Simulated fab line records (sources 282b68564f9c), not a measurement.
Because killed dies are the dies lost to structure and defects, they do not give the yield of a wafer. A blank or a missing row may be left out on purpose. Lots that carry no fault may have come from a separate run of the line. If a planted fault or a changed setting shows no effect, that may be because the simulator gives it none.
fab line records || flow rit-cmos
[record] {"lots": 5, "wafers": 15, "last-day": 8}
route steps=202 shown M1@195
lots with no fault: from the same line, run without faults
start-h: start of the lot's first displayed wafer, in hours after the record's first day || wait-h: how many hours have passed since the lot's step before this one || " unchanged from the row above || L1.1+2: one row covering several wafers at once || - no value, or no start was given || * or withheld: withheld || < > ~ a bound
route shown NAME@n: a module of which the file shows steps, and the number in the route of the first || usual: mean/standard deviation of fault-free wafers || same: alike in all rows || chamber/n: place in a boat || sites: the reading at each site || _std_site: standard deviation across them || _edge_site: the outer-site mean with the inner-site mean subtracted || radius-mm: for every site, how far away it sits from the centre of the wafer || mask NAME#n: copy n || behind: the tool/chamber that last shaped the wafer || hold: why the lot was held/for how many hours/how that ended || device: which transistor (n, p or np) failed to switch || end of line: the tests these same wafers got at the end of their route || where a step has no rows: the recipe by itself || killed: count of dies lost to structure and defects at first sort (not the wafer's yield) || map: per-die view of a wafer (x killed, . not killed, _ where there is no die)
set.NAME: setting as actually run; set.NAME@STEP: the setting as run at that earlier step || model.NAME: the simulator's own value behind a step, which no gauge read
lots at selected steps of the route; one table per step, one row per wafer
services: a tool's chamber out of use, with start hour (start-h, from the record's first day; less than 0 if before it), hours out, and reason
[[steps]]
[step RIT_M1_HARDBAKE_11]
[recipe] {"resist": "NOVOLAK", "temp-c": 140, "time-s": 120}
{"lot.wafer": "L075.2+4+5", "tool": "litho-track-02", "chamber": 0, "start-h": 59.01, "wait-h": 0.1}
{"lot.wafer": "L084.1+2+5", "tool": "litho-track-03", "chamber": 0, "start-h": 104.68, "wait-h": 0.0}
{"lot.wafer": "L093.2+3+5", "tool": "litho-track-04", "chamber": 0, "start-h": 156.64, "wait-h": 0.1}
{"lot.wafer": "L096.1+4+5", "tool": "litho-track-04", "chamber": 0, "start-h": 176.63, "wait-h": 0.0}
{"lot.wafer": "L097.1+2+5", "tool": "litho-track-04", "chamber": 0, "start-h": 181.86, "wait-h": 0.1}
[step RIT_M1_METAL_ETCH_12]
[recipe] {"stop-on": "SiO2", "chemistry": "Cl2/BCl3", "target": "Al", "time-s": 165, "over-etch-frac": 0.5, "pressure-mtorr": 100, "target-depth-a": 6000, "rf-w": 250, "Cl2_flow_sccm": 60, "bcl3-flow-sccm": 50}
[usual] {"drypump-motor-current-A": "5.6/0.63", "mfc-cl2-sccm": "59.98/0.18", "oes-product-au": "0.785/0.014", "throttle-valve-pct": "8.36/0.094"}
{"lot.wafer": "L075.2", "tool": "rie-metal-02", "chamber": 0, "start-h": 59.22, "wait-h": 0.2, "drypump-motor-current-A": 6.6, "mfc-cl2-sccm": 59.86, "oes-product-au": 0.788, "rf-hours-counter-h": 34, "throttle-valve-pct": 8.33}
{"lot.wafer": "L075.4", "tool": "rie-metal-02", "chamber": 0, "start-h": 59.22, "wait-h": 0.2, "drypump-motor-current-A": 6.6, "mfc-cl2-sccm": 59.81, "oes-product-au": 0.778, "rf-hours-counter-h": "-", "throttle-valve-pct": 8.32}
{"lot.wafer": "L075.5", "tool": "rie-metal-02", "chamber": 0, "start-h": 59.22, "wait-h": 0.2, "drypump-motor-current-A": 6.6, "mfc-cl2-sccm": 59.57, "oes-product-au": 0.792, "rf-hours-counter-h": "-", "throttle-valve-pct": 8.32}
{"lot.wafer": "L084.1", "tool": "rie-metal-02", "chamber": 0, "start-h": 104.93, "wait-h": 0.2, "drypump-motor-current-A": 6.6, "mfc-cl2-sccm": 59.86, "oes-product-au": 0.780, "rf-hours-counter-h": 34, "throttle-valve-pct": 8.31}
{"lot.wafer": "L084.2", "tool": "rie-metal-02", "chamber": 1, "start-h": 104.93, "wait-h": 0.2, "drypump-motor-current-A": 4.9, "mfc-cl2-sccm": 60.01, "oes-product-au": 0.803, "rf-hours-counter-h": 37, "throttle-valve-pct": 8.48}
{"lot.wafer": "L084.5", "tool": "rie-metal-02", "chamber": 1, "start-h": 104.93, "wait-h": 0.2, "drypump-motor-current-A": 4.9, "mfc-cl2-sccm": 59.96, "oes-product-au": 0.799, "rf-hours-counter-h": "-", "throttle-valve-pct": 8.51}
{"lot.wafer": "L093.2", "tool": "rie-metal-02", "chamber": 1, "start-h": 156.85, "wait-h": 0.2, "drypump-motor-current-A": 4.9, "mfc-cl2-sccm": 59.70, "oes-product-au": 0.766, "rf-hours-counter-h": 0, "throttle-valve-pct": 8.50}
{"lot.wafer": "L093.3", "tool": "rie-metal-02", "chamber": 1, "start-h": 156.85, "wait-h": 0.2, "drypump-motor-current-A": 4.9, "mfc-cl2-sccm": 59.76, "oes-product-au": 0.765, "rf-hours-counter-h": "-", "throttle-valve-pct": 8.50}
{"lot.wafer": "L093.5", "tool": "rie-metal-02", "chamber": 0, "start-h": 156.85, "wait-h": 0.2, "drypump-motor-current-A": 6.5, "mfc-cl2-sccm": 59.96, "oes-product-au": 0.774, "rf-hours-counter-h": "-", "throttle-valve-pct": 8.33}
{"lot.wafer": "L096.1", "tool": "rie-metal-02", "chamber": 1, "start-h": 176.88, "wait-h": 0.2, "drypump-motor-current-A": 4.9, "mfc-cl2-sccm": 59.97, "oes-product-au": 0.755, "rf-hours-counter-h": 0, "throttle-valve-pct": 8.50}
{"lot.wafer": "L096.4", "tool": "rie-metal-02", "chamber": 1, "start-h": 176.88, "wait-h": 0.2, "drypump-motor-current-A": 4.9, "mfc-cl2-sccm": 59.90, "oes-product-au": 0.763, "rf-hours-counter-h": "-", "throttle-valve-pct": 8.49}
{"lot.wafer": "L096.5", "tool": "rie-metal-02", "chamber": 1, "start-h": 176.88, "wait-h": 0.2, "drypump-motor-current-A": 4.9, "mfc-cl2-sccm": 59.78, "oes-product-au": 0.758, "rf-hours-counter-h": "-", "throttle-valve-pct": 8.48}
{"lot.wafer": "L097.1", "tool": "rie-metal-03", "chamber": 0, "start-h": 182.11, "wait-h": 0.2, "drypump-motor-current-A": 5.2, "mfc-cl2-sccm": 60.23, "oes-product-au": 0.768, "rf-hours-counter-h": 2, "throttle-valve-pct": 8.32}
{"lot.wafer": "L097.2", "tool": "rie-metal-03", "chamber": 1, "start-h": 182.11, "wait-h": 0.2, "drypump-motor-current-A": 5.2, "mfc-cl2-sccm": 59.95, "oes-product-au": 0.802, "rf-hours-counter-h": 2, "throttle-valve-pct": 8.36}
{"lot.wafer": "L097.5", "tool": "rie-metal-03", "chamber": 1, "start-h": 182.11, "wait-h": 0.2, "drypump-motor-current-A": 5.2, "mfc-cl2-sccm": 60.23, "oes-product-au": 0.790, "rf-hours-counter-h": "-", "throttle-valve-pct": 8.38}
[step RIT_M1_STRIP_13]
[recipe] {"chemistry": "nmp", "resist": "NOVOLAK", "temp-c": 80, "time-s": 600, "dry": "n2-spin"}
[usual] {"bath-heat-duty-pct": "17.1/1.7"}
{"lot.wafer": "L075.2", "tool": "wet-bench-01", "chamber": 1, "start-h": 59.38, "wait-h": 0.1, "bath-heat-duty-pct": 16.4}
{"lot.wafer": "L075.4", "tool": "wet-bench-01", "chamber": 1, "start-h": 59.38, "wait-h": 0.1, "bath-heat-duty-pct": 17.5}
{"lot.wafer": "L075.5", "tool": "wet-bench-01", "chamber": 1, "start-h": 59.38, "wait-h": 0.1, "bath-heat-duty-pct": 16.2}
{"lot.wafer": "L084.1", "tool": "wet-bench-02", "chamber": 0, "start-h": 105.09, "wait-h": 0.1, "bath-heat-duty-pct": 16.9}
{"lot.wafer": "L084.2", "tool": "wet-bench-02", "chamber": 0, "start-h": 105.09, "wait-h": 0.1, "bath-heat-duty-pct": 18.1}
{"lot.wafer": "L084.5", "tool": "wet-bench-02", "chamber": 0, "start-h": 105.09, "wait-h": 0.1, "bath-heat-duty-pct": 19.3}
{"lot.wafer": "L093.2", "tool": "wet-bench-04", "chamber": 2, "start-h": 157.01, "wait-h": 0.1, "bath-heat-duty-pct": 15.4}
{"lot.wafer": "L093.3", "tool": "wet-bench-04", "chamber": 2, "start-h": 157.01, "wait-h": 0.1, "bath-heat-duty-pct": 17.2}
{"lot.wafer": "L093.5", "tool": "wet-bench-04", "chamber": 2, "start-h": 157.01, "wait-h": 0.1, "bath-heat-duty-pct": 17.7}
{"lot.wafer": "L096.1", "tool": "wet-bench-02", "chamber": 2, "start-h": 177.04, "wait-h": 0.1, "bath-heat-duty-pct": 16.9}
{"lot.wafer": "L096.4", "tool": "wet-bench-02", "chamber": 2, "start-h": 177.04, "wait-h": 0.1, "bath-heat-duty-pct": 15.8}
{"lot.wafer": "L096.5", "tool": "wet-bench-02", "chamber": 2, "start-h": 177.04, "wait-h": 0.1, "bath-heat-duty-pct": 17.6}
{"lot.wafer": "L097.1", "tool": "wet-bench-01", "chamber": 2, "start-h": 182.27, "wait-h": 0.1, "bath-heat-duty-pct": 14.6}
{"lot.wafer": "L097.2", "tool": "wet-bench-01", "chamber": 2, "start-h": 182.27, "wait-h": 0.1, "bath-heat-duty-pct": 14.0}
{"lot.wafer": "L097.5", "tool": "wet-bench-01", "chamber": 2, "start-h": 182.27, "wait-h": 0.1, "bath-heat-duty-pct": 15.1}
[step RIT_M1_STRIP_14]
[recipe] {"chemistry": "O2", "time-s": 180, "platen-temp-c": "withheld", "power-w": 500, "pressure-mtorr": 4000, "o2-flow-sccm": 4000}
[usual] {"drypump-motor-current-A": "5.4/0.41"}
{"lot.wafer": "L075.2", "tool": "plasma-asher-01", "chamber": 1, "start-h": 59.61, "wait-h": 0.0, "drypump-motor-current-A": 5.2, "rf-hours-counter-h": 36}
{"lot.wafer": "L075.4", "tool": "plasma-asher-01", "chamber": 1, "start-h": 59.61, "wait-h": 0.0, "drypump-motor-current-A": 5.2, "rf-hours-counter-h": "-"}
{"lot.wafer": "L075.5", "tool": "plasma-asher-01", "chamber": 0, "start-h": 59.61, "wait-h": 0.0, "drypump-motor-current-A": 5.3, "rf-hours-counter-h": "-"}
{"lot.wafer": "L084.1", "tool": "plasma-asher-01", "chamber": 0, "start-h": 105.30, "wait-h": 0.0, "drypump-motor-current-A": 5.3, "rf-hours-counter-h": 41}
{"lot.wafer": "L084.2", "tool": "plasma-asher-01", "chamber": 1, "start-h": 105.30, "wait-h": 0.0, "drypump-motor-current-A": 5.2, "rf-hours-counter-h": 41}
{"lot.wafer": "L084.5", "tool": "plasma-asher-01", "chamber": 0, "start-h": 105.30, "wait-h": 0.0, "drypump-motor-current-A": 5.3, "rf-hours-counter-h": "-"}
{"lot.wafer": "L093.2", "tool": "plasma-asher-01", "chamber": 0, "start-h": 157.36, "wait-h": 0.0, "drypump-motor-current-A": 5.3, "rf-hours-counter-h": 4}
{"lot.wafer": "L093.3", "tool": "plasma-asher-01", "chamber": 0, "start-h": 157.36, "wait-h": 0.0, "drypump-motor-current-A": 5.3, "rf-hours-counter-h": "-"}
{"lot.wafer": "L093.5", "tool": "plasma-asher-01", "chamber": 0, "start-h": 157.36, "wait-h": 0.0, "drypump-motor-current-A": 5.3, "rf-hours-counter-h": "-"}
{"lot.wafer": "L096.1", "tool": "plasma-asher-02", "chamber": 0, "start-h": 177.21, "wait-h": 0.0, "drypump-motor-current-A": 5.2, "rf-hours-counter-h": 56}
{"lot.wafer": "L096.4", "tool": "plasma-asher-02", "chamber": 0, "start-h": 177.21, "wait-h": 0.0, "drypump-motor-current-A": 5.2, "rf-hours-counter-h": "-"}
{"lot.wafer": "L096.5", "tool": "plasma-asher-02", "chamber": 1, "start-h": 177.21, "wait-h": 0.0, "drypump-motor-current-A": 5.2, "rf-hours-counter-h": "-"}
{"lot.wafer": "L097.1", "tool": "plasma-asher-02", "chamber": 0, "start-h": 182.44, "wait-h": 0.0, "drypump-motor-current-A": 5.2, "rf-hours-counter-h": 56}
{"lot.wafer": "L097.2", "tool": "plasma-asher-02", "chamber": 1, "start-h": 182.44, "wait-h": 0.0, "drypump-motor-current-A": 5.2, "rf-hours-counter-h": 56}
{"lot.wafer": "L097.5", "tool": "plasma-asher-02", "chamber": 1, "start-h": 182.44, "wait-h": 0.0, "drypump-motor-current-A": 5.1, "rf-hours-counter-h": "-"}
[step RIT_M1_CD_MEAS_90]
[recipe] {"target-cd-nm": 2600}
[usual] {"cd-nm": "2600.2/2.9"}
{"lot.wafer": "L075.2", "tool": "cd-sem-02", "chamber": "-", "start-h": 59.80, "wait-h": 0.1, "cd-nm": 2600.0}
{"lot.wafer": "L075.4", "tool": "cd-sem-02", "chamber": "-", "start-h": 59.80, "wait-h": 0.1, "cd-nm": 2598.9}
{"lot.wafer": "L075.5", "tool": "cd-sem-02", "chamber": "-", "start-h": 59.80, "wait-h": 0.1, "cd-nm": 2599.8}
{"lot.wafer": "L084.1", "tool": "cd-sem-02", "chamber": "-", "start-h": 105.48, "wait-h": 0.1, "cd-nm": 2599.3}
{"lot.wafer": "L084.2", "tool": "cd-sem-02", "chamber": "-", "start-h": 105.48, "wait-h": 0.1, "cd-nm": 2599.9}
{"lot.wafer": "L084.5", "tool": "cd-sem-02", "chamber": "-", "start-h": 105.48, "wait-h": 0.1, "cd-nm": 2602.5}
{"lot.wafer": "L093.2", "tool": "cd-sem-01", "chamber": "-", "start-h": 157.56, "wait-h": 0.1, "cd-nm": 2600.2}
{"lot.wafer": "L093.3", "tool": "cd-sem-01", "chamber": "-", "start-h": 157.56, "wait-h": 0.1, "cd-nm": 2600.0}
{"lot.wafer": "L093.5", "tool": "cd-sem-01", "chamber": "-", "start-h": 157.56, "wait-h": 0.1, "cd-nm": 2600.4}
{"lot.wafer": "L096.1", "tool": "cd-sem-02", "chamber": "-", "start-h": 177.39, "wait-h": 0.1, "cd-nm": 2600.9}
{"lot.wafer": "L096.4", "tool": "cd-sem-02", "chamber": "-", "start-h": 177.39, "wait-h": 0.1, "cd-nm": 2600.5}
{"lot.wafer": "L096.5", "tool": "cd-sem-02", "chamber": "-", "start-h": 177.39, "wait-h": 0.1, "cd-nm": 2597.5}
{"lot.wafer": "L097.1", "tool": "cd-sem-02", "chamber": "-", "start-h": 182.62, "wait-h": 0.1, "cd-nm": 2599.2}
{"lot.wafer": "L097.2", "tool": "cd-sem-02", "chamber": "-", "start-h": 182.62, "wait-h": 0.1, "cd-nm": 2594.0}
{"lot.wafer": "L097.5", "tool": "cd-sem-02", "chamber": "-", "start-h": 182.62, "wait-h": 0.1, "cd-nm": 2596.4}
[step RIT_M1_ANNEAL_15]
[recipe] {"temp-c": 446.2, "time-s": 1800, "ambient": "forming_gas_H2N2"}
[usual] {"tube_center_temp_C_max": "447.35/0.22"}
{"lot.wafer": "L075.2", "tool": "-", "chamber": "-", "start-h": 59.90, "wait-h": 0.1, "tube_center_temp_C_max": 447.69}
{"lot.wafer": "L075.4", "tool": "-", "chamber": "-", "start-h": 59.90, "wait-h": 0.1, "tube_center_temp_C_max": 447.26}
{"lot.wafer": "L075.5", "tool": "-", "chamber": "-", "start-h": 59.90, "wait-h": 0.1, "tube_center_temp_C_max": 447.08}
{"lot.wafer": "L084.1", "tool": "-", "chamber": "-", "start-h": 105.60, "wait-h": 0.1, "tube_center_temp_C_max": 447.39}
{"lot.wafer": "L084.2", "tool": "-", "chamber": "-", "start-h": 105.60, "wait-h": 0.1, "tube_center_temp_C_max": 447.44}
{"lot.wafer": "L084.5", "tool": "-", "chamber": "-", "start-h": 105.60, "wait-h": 0.1, "tube_center_temp_C_max": 447.56}
{"lot.wafer": "L093.2", "tool": "-", "chamber": "-", "start-h": 157.97, "wait-h": 0.4, "tube_center_temp_C_max": 447.35}
{"lot.wafer": "L093.3", "tool": "-", "chamber": "-", "start-h": 157.97, "wait-h": 0.4, "tube_center_temp_C_max": 447.20}
{"lot.wafer": "L093.5", "tool": "-", "chamber": "-", "start-h": 157.97, "wait-h": 0.4, "tube_center_temp_C_max": 447.60}
{"lot.wafer": "L096.1", "tool": "-", "chamber": "-", "start-h": 177.51, "wait-h": 0.1, "tube_center_temp_C_max": 447.19}
{"lot.wafer": "L096.4", "tool": "-", "chamber": "-", "start-h": 177.51, "wait-h": 0.1, "tube_center_temp_C_max": 447.05}
{"lot.wafer": "L096.5", "tool": "-", "chamber": "-", "start-h": 177.51, "wait-h": 0.1, "tube_center_temp_C_max": 447.06}
{"lot.wafer": "L097.1", "tool": "-", "chamber": "-", "start-h": 184.81, "wait-h": 2.2, "tube_center_temp_C_max": 447.11}
{"lot.wafer": "L097.2", "tool": "-", "chamber": "-", "start-h": 184.81, "wait-h": 2.2, "tube_center_temp_C_max": 447.57}
{"lot.wafer": "L097.5", "tool": "-", "chamber": "-", "start-h": 184.81, "wait-h": 2.2, "tube_center_temp_C_max": 447.36}
[step RIT_M1_BOW_MEAS_16]
[recipe] {"mode": "bow"}
[usual] {"M1_BOW": "16/6.7"}
{"lot.wafer": "L075.2", "tool": "film-metro-02", "chamber": "-", "start-h": 61.42, "wait-h": 0.0, "M1_BOW[um]": 18}
{"lot.wafer": "L075.4", "tool": "film-metro-02", "chamber": "-", "start-h": 61.42, "wait-h": 0.0, "M1_BOW[um]": 13}
{"lot.wafer": "L075.5", "tool": "film-metro-02", "chamber": "-", "start-h": 61.42, "wait-h": 0.0, "M1_BOW[um]": 8}
{"lot.wafer": "L084.1", "tool": "film-metro-03", "chamber": "-", "start-h": 107.10, "wait-h": 0.0, "M1_BOW[um]": 10}
{"lot.wafer": "L084.2", "tool": "film-metro-03", "chamber": "-", "start-h": 107.10, "wait-h": 0.0, "M1_BOW[um]": 20}
{"lot.wafer": "L084.5", "tool": "film-metro-03", "chamber": "-", "start-h": 107.10, "wait-h": 0.0, "M1_BOW[um]": 12}
{"lot.wafer": "L093.2", "tool": "film-metro-03", "chamber": "-", "start-h": 159.49, "wait-h": 0.0, "M1_BOW[um]": 25}
{"lot.wafer": "L093.3", "tool": "film-metro-03", "chamber": "-", "start-h": 159.49, "wait-h": 0.0, "M1_BOW[um]": 23}
{"lot.wafer": "L093.5", "tool": "film-metro-03", "chamber": "-", "start-h": 159.49, "wait-h": 0.0, "M1_BOW[um]": 21}
{"lot.wafer": "L096.1", "tool": "film-metro-03", "chamber": "-", "start-h": 179.01, "wait-h": 0.0, "M1_BOW[um]": 17}
{"lot.wafer": "L096.4", "tool": "film-metro-03", "chamber": "-", "start-h": 179.01, "wait-h": 0.0, "M1_BOW[um]": 23}
{"lot.wafer": "L096.5", "tool": "film-metro-03", "chamber": "-", "start-h": 179.01, "wait-h": 0.0, "M1_BOW[um]": 5}
{"lot.wafer": "L097.1", "tool": "film-metro-02", "chamber": "-", "start-h": 186.31, "wait-h": 0.0, "M1_BOW[um]": 18}
{"lot.wafer": "L097.2", "tool": "film-metro-02", "chamber": "-", "start-h": 186.31, "wait-h": 0.0, "M1_BOW[um]": 8}
{"lot.wafer": "L097.5", "tool": "film-metro-02", "chamber": "-", "start-h": 186.31, "wait-h": 0.0, "M1_BOW[um]": 17}
[step RIT_M1_PROBE_99]
[usual] {"defect-limited-yield": "97.6/1.1", "killed-at-front-end": "6.3/3", "killed-dies": "6.4/3", "killed-open": "3/1.9", "killed-short": "3.4/1.9", "sort_bin_3_pad_short": "0.1/0.18", "sort_bin_5_function": "1.4/0.78", "sort_bin_6_memory": "0.9/0.65", "sort-n-pass": "257.6/3", "sort-yield-pct": "97.6/1.1"}
[same] {"gross-dies": 264, "killed_at_M0_to_M3": 0, "killed_at_M4_up": 0, "killed-at-back-side": 0, "killed-at-contacts": 0, "killed-at-other": 0}
{"lot.wafer": "L075.2", "tool": "prober-02", "chamber": "-", "start-h": 61.57, "wait-h": 0.1, "defect-limited-yield[%]": 98.9, "killed-at-front-end": 3, "killed-dies": 3, "killed-open": 1, "killed-short": 2, "sort_bin_3_pad_short[%]": 0, "sort_bin_5_function[%]": 1.1, "sort_bin_6_memory[%]": 0, "sort-n-pass": 261.0, "sort-yield-pct[%]": 98.9}
{"lot.wafer": "L075.4", "tool": "prober-02", "chamber": "-", "start-h": 61.67, "wait-h": 0.2, "defect-limited-yield[%]": 98.9, "killed-at-front-end": 3, "killed-dies": 3, "killed-open": 2, "killed-short": 1, "sort_bin_3_pad_short[%]": 0, "sort_bin_5_function[%]": 0.8, "sort_bin_6_memory[%]": 0.4, "sort-n-pass": 261.0, "sort-yield-pct[%]": 98.9}
{"lot.wafer": "L075.5", "tool": "prober-02", "chamber": "-", "start-h": 61.72, "wait-h": 0.2, "defect-limited-yield[%]": 98.5, "killed-at-front-end": 4, "killed-dies": 4, "killed-open": 1, "killed-short": 3, "sort_bin_3_pad_short[%]": 0, "sort_bin_5_function[%]": 0.4, "sort_bin_6_memory[%]": 1.1, "sort-n-pass": 260.0, "sort-yield-pct[%]": 98.5}
{"lot.wafer": "L084.1", "tool": "prober-01", "chamber": "-", "start-h": 107.22, "wait-h": 0.1, "defect-limited-yield[%]": 95.5, "killed-at-front-end": 12, "killed-dies": 12, "killed-open": 3, "killed-short": 9, "sort_bin_3_pad_short[%]": 0, "sort_bin_5_function[%]": 3.4, "sort_bin_6_memory[%]": 1.1, "sort-n-pass": 252.0, "sort-yield-pct[%]": 95.5}
{"lot.wafer": "L084.2", "tool": "prober-01", "chamber": "-", "start-h": 107.27, "wait-h": 0.1, "defect-limited-yield[%]": 95.8, "killed-at-front-end": 11, "killed-dies": 11, "killed-open": 7, "killed-short": 4, "sort_bin_3_pad_short[%]": 0, "sort_bin_5_function[%]": 3.0, "sort_bin_6_memory[%]": 1.1, "sort-n-pass": 253.0, "sort-yield-pct[%]": 95.8}
{"lot.wafer": "L084.5", "tool": "prober-01", "chamber": "-", "start-h": 107.42, "wait-h": 0.2, "defect-limited-yield[%]": 98.5, "killed-at-front-end": 4, "killed-dies": 4, "killed-open": 0, "killed-short": 4, "sort_bin_3_pad_short[%]": 0, "sort_bin_5_function[%]": 1.1, "sort_bin_6_memory[%]": 0.4, "sort-n-pass": 260.0, "sort-yield-pct[%]": 98.5}
{"lot.wafer": "L093.2", "tool": "prober-02", "chamber": "-", "start-h": 159.64, "wait-h": 0.1, "defect-limited-yield[%]": 96.2, "killed-at-front-end": 10, "killed-dies": 10, "killed-open": 3, "killed-short": 7, "sort_bin_3_pad_short[%]": 0, "sort_bin_5_function[%]": 2.7, "sort_bin_6_memory[%]": 1.1, "sort-n-pass": 254.0, "sort-yield-pct[%]": 96.2}
{"lot.wafer": "L093.3", "tool": "prober-02", "chamber": "-", "start-h": 159.69, "wait-h": 0.2, "defect-limited-yield[%]": 97.7, "killed-at-front-end": 6, "killed-dies": 6, "killed-open": 4, "killed-short": 2, "sort_bin_3_pad_short[%]": 0, "sort_bin_5_function[%]": 1.1, "sort_bin_6_memory[%]": 1.1, "sort-n-pass": 258.0, "sort-yield-pct[%]": 97.7}
{"lot.wafer": "L093.5", "tool": "prober-02", "chamber": "-", "start-h": 159.79, "wait-h": 0.2, "defect-limited-yield[%]": 100.0, "killed-at-front-end": 0, "killed-dies": 0, "killed-open": 0, "killed-short": 0, "sort_bin_3_pad_short[%]": 0, "sort_bin_5_function[%]": 0, "sort_bin_6_memory[%]": 0, "sort-n-pass": 264.0, "sort-yield-pct[%]": 100.0}
{"lot.wafer": "L096.1", "tool": "prober-01", "chamber": "-", "start-h": 179.13, "wait-h": 0.1, "defect-limited-yield[%]": 98.1, "killed-at-front-end": 5, "killed-dies": 5, "killed-open": 4, "killed-short": 1, "sort_bin_3_pad_short[%]": 0, "sort_bin_5_function[%]": 0.8, "sort_bin_6_memory[%]": 1.1, "sort-n-pass": 259.0, "sort-yield-pct[%]": 98.1}
{"lot.wafer": "L096.4", "tool": "prober-01", "chamber": "-", "start-h": 179.28, "wait-h": 0.2, "defect-limited-yield[%]": 97.0, "killed-at-front-end": 8, "killed-dies": 8, "killed-open": 4, "killed-short": 4, "sort_bin_3_pad_short[%]": 0, "sort_bin_5_function[%]": 1.9, "sort_bin_6_memory[%]": 1.1, "sort-n-pass": 256.0, "sort-yield-pct[%]": 97.0}
{"lot.wafer": "L096.5", "tool": "prober-01", "chamber": "-", "start-h": 179.33, "wait-h": 0.2, "defect-limited-yield[%]": 99.2, "killed-at-front-end": 2, "killed-dies": 2, "killed-open": 1, "killed-short": 1, "sort_bin_3_pad_short[%]": 0, "sort_bin_5_function[%]": 0, "sort_bin_6_memory[%]": 0.8, "sort-n-pass": 262.0, "sort-yield-pct[%]": 99.2}
{"lot.wafer": "L097.1", "tool": "prober-02", "chamber": "-", "start-h": 186.43, "wait-h": 0.1, "defect-limited-yield[%]": 97.0, "killed-at-front-end": 8, "killed-dies": 8, "killed-open": 2, "killed-short": 6, "sort_bin_3_pad_short[%]": 0, "sort_bin_5_function[%]": 0.8, "sort_bin_6_memory[%]": 2.3, "sort-n-pass": 256.0, "sort-yield-pct[%]": 97.0}
{"lot.wafer": "L097.2", "tool": "prober-02", "chamber": "-", "start-h": 186.48, "wait-h": 0.1, "defect-limited-yield[%]": 98.1, "killed-at-front-end": 5, "killed-dies": 5, "killed-open": 1, "killed-short": 4, "sort_bin_3_pad_short[%]": 0, "sort_bin_5_function[%]": 0.8, "sort_bin_6_memory[%]": 1.1, "sort-n-pass": 259.0, "sort-yield-pct[%]": 98.1}
{"lot.wafer": "L097.5", "tool": "prober-02", "chamber": "-", "start-h": 186.63, "wait-h": 0.2, "defect-limited-yield[%]": 97.7, "killed-at-front-end": 6, "killed-dies": 6, "killed-open": 1, "killed-short": 5, "sort_bin_3_pad_short[%]": 0.4, "sort_bin_5_function[%]": 1.1, "sort_bin_6_memory[%]": 0.8, "sort-n-pass": 258.0, "sort-yield-pct[%]": 97.7}
// killed by level:class
L075.2 FOX2:geometric-particle:open=1 FOX2:geometric-particle:short=1 REOX:geometric-particle:short=1
L075.4 ACTIVE:geometric-particle:short=1 FOX1:geometric-particle:open=1 GATE:geometric-particle:open=1
L075.5 FOX2:geometric-particle:short=1 GATE:geometric-particle:short=1 REOX:geometric-particle:short=1 REOX:geometric-particle:open=1
L084.1 GATE:geometric-particle:short=4 SILICIDE:geometric-particle:short=4 FOX2:geometric-particle:short=1 GATE:geometric-particle:open=1 SPACER:geometric-particle:open=1 SILICIDE:geometric-particle:open=1
L084.2 GATE:geometric-particle:open=2 REOX:geometric-particle:open=2 SILICIDE:geometric-particle:short=2 FOX1:geometric-particle:open=1 FOX1:geometric-particle:short=1 FOX2:geometric-particle:open=1 SPACER:geometric-particle:short=1 SILICIDE:geometric-particle:open=1
L084.5 GATE:geometric-particle:short=2 FOX2:geometric-particle:short=1 REOX:geometric-particle:short=1
L093.2 GATE:geometric-particle:short=5 FOX1:geometric-particle:open=1 FOX2:geometric-particle:short=1 FOX2:geometric-particle:open=1 GATE:geometric-particle:open=1 SILICIDE:geometric-particle:short=1
L093.3 GATE:geometric-particle:open=2 SILICIDE:geometric-particle:open=2 FOX1:geometric-particle:short=1 SILICIDE:geometric-particle:short=1
L096.1 FOX2:geometric-particle:open=1 GATE:geometric-particle:open=1 SPACER:geometric-particle:open=1 SILICIDE:geometric-particle:short=1 STARTING-WAFER:geometric-particle:open=1
L096.4 GATE:geometric-particle:short=4 FOX1:geometric-particle:open=1 GATE:geometric-particle:open=1 REOX:geometric-particle:open=1 SILICIDE:geometric-particle:open=1
L096.5 GATE:geometric-particle:open=1 SPACER:geometric-particle:short=1
L097.1 REOX:geometric-particle:short=4 REOX:geometric-particle:open=2 GATE:geometric-particle:short=1 SILICIDE:geometric-particle:short=1
L097.2 SPACER:geometric-particle:short=2 ACTIVE:geometric-particle:short=1 REOX:geometric-particle:open=1 SILICIDE:geometric-particle:short=1
L097.5 REOX:geometric-particle:short=2 SILICIDE:geometric-particle:short=2 GATE:geometric-particle:short=1 REOX:geometric-particle:open=1
[[services]]
{"tool": "rie-metal-03", "chamber": "-", "start-h": 59.04, "hours": 0.5, "kind": "repair"}
{"tool": "wet-bench-02", "chamber": "-", "start-h": 60.32, "hours": 4.4, "kind": "pm"}
{"tool": "furnace-03", "chamber": "-", "start-h": 74.78, "hours": 3.3, "kind": "pm"}
{"tool": "rie-metal-03", "chamber": "-", "start-h": 76.51, "hours": 2.8, "kind": "pm"}
{"tool": "plasma-asher-02", "chamber": "-", "start-h": 77.73, "hours": 3.1, "kind": "repair"}
{"tool": "rie-metal-02", "chamber": "-", "start-h": 79.63, "hours": 0.2, "kind": "repair"}
{"tool": "plasma-asher-01", "chamber": "-", "start-h": 98.54, "hours": 2.8, "kind": "pm"}
{"tool": "plasma-asher-01", "chamber": "-", "start-h": 108.75, "hours": 9.0, "kind": "pm"}
{"tool": "plasma-asher-01", "chamber": 0, "start-h": 108.75, "hours": 9.5, "kind": "vent-cycle"}
{"tool": "plasma-asher-01", "chamber": 1, "start-h": 108.75, "hours": 9.5, "kind": "vent-cycle"}
{"tool": "plasma-asher-01", "chamber": "-", "start-h": 109.09, "hours": 9.1, "kind": "repair"}
{"tool": "plasma-asher-01", "chamber": 0, "start-h": 117.75, "hours": "-", "kind": "clean"}
{"tool": "plasma-asher-01", "chamber": 1, "start-h": 117.75, "hours": "-", "kind": "clean"}
{"tool": "furnace-04", "chamber": "-", "start-h": 135.60, "hours": 2.5, "kind": "pm"}
{"tool": "rie-metal-02", "chamber": "-", "start-h": 136.12, "hours": 20.0, "kind": "pm"}
{"tool": "rie-metal-02", "chamber": 0, "start-h": 136.12, "hours": 20.0, "kind": "vent-cycle"}
{"tool": "rie-metal-02", "chamber": 1, "start-h": 136.12, "hours": 20.0, "kind": "vent-cycle"}
{"tool": "furnace-04", "chamber": "-", "start-h": 146.11, "hours": 9.7, "kind": "repair"}
{"tool": "rie-metal-02", "chamber": "-", "start-h": 149.01, "hours": 1.3, "kind": "repair"}
{"tool": "rie-metal-02", "chamber": 0, "start-h": 156.12, "hours": "-", "kind": "clean"}
{"tool": "rie-metal-02", "chamber": 1, "start-h": 156.12, "hours": "-", "kind": "clean"}
{"tool": "furnace-04", "chamber": "-", "start-h": 163.98, "hours": 2.1, "kind": "pm"}
{"tool": "wet-bench-02", "chamber": "-", "start-h": 170.99, "hours": 4.0, "kind": "repair"}
[[key]]
fault none
